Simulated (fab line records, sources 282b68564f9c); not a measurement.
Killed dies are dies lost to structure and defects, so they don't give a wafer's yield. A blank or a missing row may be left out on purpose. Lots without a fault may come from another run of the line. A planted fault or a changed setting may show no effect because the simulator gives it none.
fab line records | flow rit_cmos
record lots=15 wafers=45 last_day=7
route steps=202 shown CONTACT@168 M1@202
lots that met no fault: from a run of the same line without faults
start_h: hours from the record's first day to the start of the lot's first wafer shown | wait_h: hours since the lot's step before | " the same as in the row above | L1.1+2: a row that stands for several wafers | - no value, or no start given | * or withheld: withheld | < > ~ a bound
route shown NAME@n: a module of which the file shows steps, and the number in the route of the first | usual: mean/standard deviation of fault-free wafers | same: alike in all rows | chamber/n: place in a boat | sites: the reading at each site | _std_site: their standard deviation | _edge_site: outer sites' mean less inner sites' | radius_mm: how far each site lies from the wafer's centre | mask NAME#n: copy n | behind: the tool/chamber that last shaped the wafer | hold: why the lot was held/for how many hours/how that ended | device: the transistor (n, p or np) that didn't switch | end of line: the same wafers' tests at the end of the route | a step without rows: its recipe alone | killed: dies lost to structure and defects at the first sort, not the wafer's yield | map: a wafer's dies, x killed, . not, _ none there
set.NAME: the setting as run; set.NAME@STEP: as run at that earlier step | model.NAME: the simulator's own value behind a step, which no gauge read
steps of the route over a sample of lots; a table a step, a row a wafer
services: from which hour (start_h, from the record's first day; less than 0 if before it) a tool's chamber was out of use, for how many hours, and why
## steps
# step RIT_CONTACT_CVD_00
# recipe material=SiO2 target_thk_nm=400 precursor=TEOS temp_c=390 time_s=61 rf_w=400
# usual heater_power_w=327/51
# columns lot.wafer tool chamber start_h wait_h heater_power_w
L108.3 pecvd-02 1 52.65 0.0 268
L108.5 " 0 " " 325
L108.6 " 1 " " 277
L109.1 pecvd-04 0 57.14 0.1 356
L109.2 " 1 " " 397
L109.6 " 2 " " 330
L110.4 pecvd-01 1 70.62 0.0 341
L110.5 " 0 " " 330
L110.6 " 2 " " 328
L113.2 pecvd-01 2 81.34 0.0 259
L113.4 " 0 " " 276
L113.5 " 2 " " 273
L115.2 pecvd-04 1 92.42 0.0 433
L115.3 " 2 " " 354
L115.6 " 2 " " 360
L116.2 pecvd-01 2 92.90 0.0 312
L116.5 " 2 " " 325
L116.6 " 1 " " 309
L116.2 pecvd-01 2 93.12 0.2 307
L116.5 " 2 " " 324
L116.6 " 1 " " 313
L117.1 pecvd-02 1 101.02 0.1 278
L117.4 " 0 " " 429
L117.6 " 1 " " 288
L117.1 pecvd-02 1 101.24 0.2 272
L117.4 " 0 " " 438
L117.6 " 1 " " 289
L119.4 pecvd-01 2 111.36 0.0 310
L119.5 " 0 " " 344
L119.6 " 1 " " 342
L120.2 pecvd-02 2 116.63 0.0 298
L120.5 " 1 " " 294
L120.6 " 0 " " 406
L120.2 pecvd-02 2 116.85 0.2 305
L120.5 " 1 " " 291
L120.6 " 0 " " 413
L123.4 pecvd-02 2 130.78 0.0 220
L123.5 " 1 " " 298
L123.6 " 0 " " 435
L124.1 pecvd-04 0 135.81 0.1 334
L124.3 " 2 " " 352
L124.4 " 1 " " 413
L126.2 pecvd-02 1 146.42 0.0 303
L126.5 " 2 " " 257
L126.6 " 0 " " 419
L127.1 pecvd-04 1 151.41 0.1 358
L127.2 " 2 " " 362
L127.6 " 0 " " 343
L128.1 pecvd-01 0 154.17 0.1 283
L128.3 " 2 " " 268
L128.5 " 1 " " 272
L130.2 pecvd-04 2 166.28 0.0 357
L130.3 " 0 " " 345
L130.6 " 0 " " 352
# step RIT_CONTACT_THK_MEAS_01
# recipe reads=SiO2_of_CONTACT_CVD_00
# usual CONTACT_TEOS_THK=400/4.9
# columns lot.wafer tool chamber start_h wait_h CONTACT_TEOS_THK[nm]
L108.3 film_metro-01 - 52.72 0.0 395
L108.5 " - " " 400
L108.6 " - " " 401
L109.1 film_metro-01 - 57.19 0.0 394
L109.2 " - " " 393
L109.6 " - " " 397
L110.4 film_metro-01 - 70.67 0.0 404
L110.5 " - " " 401
L110.6 " - " " 403
L113.2 film_metro-04 - 81.40 0.0 397
L113.4 " - " " 408
L113.5 " - " " 405
L115.2 film_metro-03 - 92.48 0.0 394
L115.3 " - " " 395
L115.6 " - " " 400
L116.2 film_metro-04 - 93.18 0.0 797
L116.5 " - " " 811
L116.6 " - " " 809
L117.1 film_metro-04 - 101.29 0.0 786
L117.4 " - " " 811
L117.6 " - " " 800
L119.4 film_metro-04 - 111.42 0.0 407
L119.5 " - " " 404
L119.6 " - " " 402
L120.2 film_metro-04 - 116.91 0.0 796
L120.5 " - " " 798
L120.6 " - " " 800
L123.4 film_metro-01 - 130.84 0.0 400
L123.5 " - " " 397
L123.6 " - " " 407
L124.1 film_metro-03 - 135.86 0.0 396
L124.3 " - " " 398
L124.4 " - " " 397
L126.2 film_metro-01 - 146.48 0.0 396
L126.5 " - " " 405
L126.6 " - " " 411
L127.1 film_metro-03 - 151.46 0.0 393
L127.2 " - " " 391
L127.6 " - " " 402
L128.1 film_metro-04 - 154.22 0.0 398
L128.3 " - " " 395
L128.5 " - " " 401
L130.2 film_metro-01 - 166.37 0.1 397
L130.3 " - " " 407
L130.6 " - " " 401
# step RIT_M1_PROBE_99
# usual killed_at_contacts=0.0/0.22 killed_at_front_end=7/3.2 killed_dies=8/3.2 killed_on_rim=1.9/1.4 killed_open=3.7/2.1 killed_short=3.8/2.2
# same gross_dies=264 killed_at_M0_to_M3=0 killed_at_M4_up=0 killed_at_back_side=0 killed_at_other=0
# columns lot.wafer tool chamber start_h wait_h killed_at_contacts killed_at_front_end killed_dies killed_on_rim killed_open killed_short
L116.2 prober-01 - 100.24 0.1 260 4 264 70 2 2
L116.5 prober-01 - 100.39 0.2 259 5 264 70 4 1
L116.6 prober-01 - 100.44 0.2 256 8 264 70 4 4
L117.1 prober-02 - 107.64 0.1 259 5 264 70 0 5
L117.4 prober-02 - 107.79 0.2 253 11 264 70 7 4
L117.6 prober-02 - 107.89 0.2 253 11 264 70 5 6
L120.2 prober-01 - 123.15 0.1 257 7 264 70 5 2
L120.5 prober-01 - 123.30 0.2 257 7 264 70 5 2
L120.6 prober-01 - 123.35 0.2 256 8 264 70 3 5
# killed by level:class
L116.2 CONTACT:area_etch=260 FOX2:geometric_particle:open=1 GATE:geometric_particle:open=1 GATE:geometric_particle:short=1 SILICIDE:geometric_particle:short=1
L116.5 CONTACT:area_etch=259 GATE:geometric_particle:open=2 FOX2:geometric_particle:short=1 REOX:geometric_particle:open=1 SILICIDE:geometric_particle:open=1
L116.6 CONTACT:area_etch=256 GATE:geometric_particle:open=2 REOX:geometric_particle:short=2 FOX2:geometric_particle:open=1 GATE:geometric_particle:short=1 REOX:geometric_particle:open=1 SILICIDE:geometric_particle:short=1
L117.1 CONTACT:area_etch=259 FOX2:geometric_particle:short=2 SPACER:geometric_particle:short=2 GATE:geometric_particle:short=1
L117.4 CONTACT:area_etch=253 GATE:geometric_particle:open=4 SILICIDE:geometric_particle:short=2 FOX1:geometric_particle:open=1 GATE:geometric_particle:short=1 REOX:geometric_particle:short=1 SPACER:geometric_particle:open=1 SILICIDE:geometric_particle:open=1
L117.6 CONTACT:area_etch=253 GATE:geometric_particle:short=3 SPACER:geometric_particle:open=3 GATE:geometric_particle:open=2 SPACER:geometric_particle:short=2 FOX1:geometric_particle:short=1
L120.2 CONTACT:area_etch=257 FOX1:geometric_particle:open=2 GATE:geometric_particle:open=2 FOX1:geometric_particle:short=1 GATE:geometric_particle:short=1 REOX:geometric_particle:open=1
L120.5 CONTACT:area_etch=257 REOX:geometric_particle:open=2 SILICIDE:geometric_particle:open=2 FOX1:geometric_particle:short=1 GATE:geometric_particle:open=1 SPACER:geometric_particle:short=1
L120.6 CONTACT:area_etch=256 REOX:geometric_particle:short=3 GATE:geometric_particle:open=2 GATE:geometric_particle:short=1 SPACER:geometric_particle:open=1 SPACER:geometric_particle:short=1
## services
# columns tool chamber start_h hours kind
pecvd-02 - 35.19 1.4 repair
pecvd-01 - 157.13 3.1 repair
## key
first_sign step=RIT_CONTACT_CVD_00 reading=visit direction=added
effect step=RIT_CONTACT_THK_MEAS_01 reading=CONTACT_TEOS_THK direction=up sigmas=82 usual=400 struck=801
effect step=RIT_M1_PROBE_99 reading=killed_at_contacts direction=up sigmas=99+ usual=0.0 struck=256.7
more_kills_born_at RIT_CONTACT_ETCH_11@rie_diel-03=1545 RIT_CONTACT_ETCH_11@rie_diel-02=765
met_at RIT_CONTACT_CVD_00
struck_lots L116,L117,L120
later_rows_left_out L116.2,L116.5,L116.6,L117.1,L117.4,L117.6,L120.2,L120.5,L120.6
tester_left_out L116,L117,L120
fault kind=repeated_step_whole tool=pecvd-01,pecvd-02,pecvd-04 chamber=- onset_h=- steps=RIT_CONTACT_CVD_00 times=1 scope=struck_lots_only
# tester_left_out: of these lots the tester's yield and bins aren't shown, on N5 and GAA mostly nor the transistor test; their killed dies are dies lost to structure and defects alone, not to doping, threshold or leakage, so they don't give the yield
# later_rows_left_out: the simulator's readings of these wafers behind a module that went badly wrong aren't trusted and aren't shown, but for the sort
